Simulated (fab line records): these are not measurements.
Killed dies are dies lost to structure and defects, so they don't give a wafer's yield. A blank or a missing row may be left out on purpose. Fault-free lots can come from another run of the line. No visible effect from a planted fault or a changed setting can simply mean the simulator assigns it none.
Comparing a struck lot with a sound one    flow berkeleyCmos170    37 out of 331 route steps
Sound: wafers L990.3, L990.4, L990.5. Wafers L101.2, L101.3, L101.4 were the ones struck. The cause is named last.
Each step with rows lists, per side, the tool, then ch with its chambers, then its first start. Under that, the readings that differ: sound wafers    struck wafers    difference of the means    sigmas: that difference in standard deviations of wafers without a fault.
alike: a reading whose means differ by less than 2 such deviations, as well as words and numbers matching on both sides. not compared: withheld readings; readings where some wafer has no value; bounds like >300 that might hide an equal value; numbers whose values overlap and for which the record gives no deviation.
The two part at a step that has a row with sigmas, a row that says differs or no value, or rows on one side only. Numbers that don't overlap but have no deviation are shown without sigmas and don't part them. A reading that every wafer of one side lacks parts them only if that side has two wafers or more.

first, 3 steps without rows for these wafers: UCB170_SILICIDE_WET_ETCH_05 (etches Ti in SPM, time 45 s); UCB170_CONTACT_CLEAN_00 (cleans in SPM, time 600 s); UCB170_CONTACT_CVD_01 (deposits PSG from SiH4/O2/PH3, target thk 700 nm, time 2820 s).
UCB170_CONTACT_THK_MEAS_02:
  struck on filmMetro-04, day 11 04:04; sound on filmMetro-02, day 8 21:34
  alike: CONTACT_PSG_THK
then, 3 steps without rows for these wafers: UCB170_CONTACT_HMDS_03 (prime time 60 s); UCB170_CONTACT_COAT_04 (resist thk 900 nm); UCB170_CONTACT_SOFTBAKE_05 (time 60 s).
UCB170_CONTACT_STRIP_06: strips in O2.
  sound on plasmaAsher-01 ch 0,1, day 8 22:25; struck on plasmaAsher-01 ch 0,1, day 11 04:49
reading                   sound              struck             difference  sigmas
stripTimeToEndpointS (s)  21.92 21.97 21.96  22.03 22.05 22.12  +0.12       +2
  alike: drypumpMotorCurrentA, oesProductAu
  not compared: rfHoursCounterH
then, 1 step without rows for these wafers: UCB170_CONTACT_CLEAN_07 (cleans in SPM, time 600 s).
UCB170_CONTACT_RTA_08: time 10 s.
  sound on rtpAnneal-02 ch 0, day 8 22:52; struck on rtpAnneal-02 ch 0, day 11 06:01
  alike: lampPowerPct, wafer_temp_C_max
then, 2 steps without rows for these wafers: UCB170_CONTACT_COAT_09; UCB170_CONTACT_COAT_10 (resist thk 900 nm).
UCB170_CONTACT_SOFTBAKE_11: time 60 s.
  sound on lithoTrack-04 ch 0, day 8 23:00; struck on lithoTrack-04 ch 0, day 11 07:00
reading                sound                 struck                difference  sigmas
heaterPowerTotalW (W)  56.78 56.80 56.79     58.37 58.41 58.44     +1.62       +34
plateTempC (C)         130.08 130.10 129.93  132.99 132.98 132.86  +2.91       +22
  alike: exhaustPa
then, 3 steps without rows for these wafers: UCB170_CONTACT_EXPOSE_12 (exposes mask CONT, target cd 700 nm); UCB170_CONTACT_PEB_13; UCB170_CONTACT_DEVELOP_14 (develop time 45 s).
UCB170_CONTACT_CD_MEAS_15: the cd target is 700 nm.
  struck on cdSem-02, day 11 09:39; sound on cdSem-02, day 9 01:10
reading    sound              struck             difference  sigmas
cdNm (nm)  700.4 700.1 701.9  705.0 706.2 705.3  +4.7        +3
  not compared: hold
UCB170_CONTACT_OVL_MEAS_16:
  struck on overlay-02, day 11 09:46; sound on overlay-01, day 9 01:15
  alike: CONTACT_OVL
  not compared: hold
UCB170_CONTACT_ETCH_17: etches BARC in N2/H2.
  sound on rieDiel-01 ch 1,2,3, day 9 01:17; struck on rieDiel-01 ch 1,2,3, day 11 09:47
reading                  sound              struck             difference  sigmas
model.CONTACT.cdNm (nm)  700.6 699.4 701.8  705.7 705.6 705.3  +4.9        
  alike: drypumpMotorCurrentA, oesProductAu, throttleValvePct
UCB170_CONTACT_ETCH_18: etches PSG in CHF3/CF4/Ar, stops on TiSi2, target depth 840 nm, time 195 s.
  sound on rieDiel-01 ch 1,2,3; struck on rieDiel-01 ch 1,2,3
reading                  sound              struck             difference  sigmas
model.CONTACT.cdNm (nm)  700.5 699.6 701.5  706.2 705.2 705.6  +5.1        
  alike: drypumpMotorCurrentA, oesProductAu, throttleValvePct
  not compared: rfHoursCounterH
UCB170_CONTACT_STRIP_19: strips in O2.
  sound on plasmaAsher-04 ch 0,1, day 9 01:29; struck on plasmaAsher-01 ch 0,1, day 11 09:58
  alike: drypumpMotorCurrentA, oesProductAu
  not compared: rfHoursCounterH
UCB170_CONTACT_CD_MEAS_90: the cd target is 700 nm.
  struck on cdSem-01, day 11 10:22; sound on cdSem-01, day 9 01:37
reading    sound              struck             difference  sigmas
cdNm (nm)  700.8 699.8 701.2  706.1 705.1 705.6  +5.0        +3
  not compared: hold
UCB170_M1_SPUTTER_00: material Al, target thk 600 nm, time 80 s.
  struck on pvdSputter-04, day 11 10:40; sound on pvdSputter-03, day 9 01:52
  alike: throttleValvePct
UCB170_M1_RS_MEAS_01: measures by four-point-probe.
  struck on filmMetro-03, day 11 10:44; sound on filmMetro-02, day 9 01:58
  alike: M1_AL_RS
UCB170_M1_THK_MEAS_02: measures by xrf.
  struck on filmMetro-03, day 11 10:51; sound on filmMetro-02, day 9 02:04
  alike: M1_AL_THK
then, 6 steps without rows for these wafers: UCB170_M1_COAT_03; UCB170_M1_COAT_04 (resist thk 900 nm); UCB170_M1_SOFTBAKE_05 (time 60 s); UCB170_M1_EXPOSE_06 (exposes mask METAL1, target cd 700 nm); UCB170_M1_PEB_07; UCB170_M1_DEVELOP_08 (develop time 45 s).
UCB170_M1_CD_MEAS_09: the cd target is 700 nm.
  struck on cdSem-01, day 11 13:05; sound on cdSem-01, day 9 03:59
reading    sound              struck             difference  sigmas
cdNm (nm)  703.1 701.0 702.5  697.8 696.9 698.3  -4.5        -3
  not compared: hold
UCB170_M1_OVL_MEAS_10:
  struck on overlay-01, day 11 13:11; sound on overlay-02, day 9 04:04
reading      sound   struck   difference  sigmas
M1_OVL (nm)  11 5 3  -7 1 -3  -9          -2
  not compared: hold
UCB170_M1_ETCH_11: etches BARC in N2/H2.
  sound on rieDiel-04 ch 0,2,3, day 9 04:06; struck on rieDiel-04 ch 0,2,3, day 11 13:13
reading             sound            struck             difference  sigmas
model.M1.cdNm (nm)  703.8 702 703.2  698.1 696.7 699.1  -5.0        
  alike: drypumpMotorCurrentA, oesProductAu, throttleValvePct
UCB170_M1_METAL_ETCH_12: etches Al in Cl2/BCl3, stops on PSG, target depth 780 nm, time 130 s.
  sound on rieMetal-02 ch 0,1, day 9 04:11; struck on rieMetal-02 ch 0,1, day 11 13:16
reading             sound            struck             difference  sigmas
model.M1.cdNm (nm)  702.6 700.9 701  698.7 696.7 698.4  -3.6        
  alike: drypumpMotorCurrentA, oesProductAu, throttleValvePct
  not compared: rfHoursCounterH
UCB170_M1_STRIP_13: strips in O2.
  sound on plasmaAsher-03 ch 0,1, day 9 04:19; struck on plasmaAsher-02 ch 0,1, day 11 13:23
  alike: drypumpMotorCurrentA, oesProductAu
  not compared: rfHoursCounterH
UCB170_M3_PROBE_99:
  rows exist in the record for the struck wafers here (prober-02, day 12 07:52), but not for the sound ones

== WHERE THEY PART ==
At UCB170_CONTACT_STRIP_06 first; at UCB170_M3_PROBE_99 last (within this record only).

WHY: the cause the simulator had injected
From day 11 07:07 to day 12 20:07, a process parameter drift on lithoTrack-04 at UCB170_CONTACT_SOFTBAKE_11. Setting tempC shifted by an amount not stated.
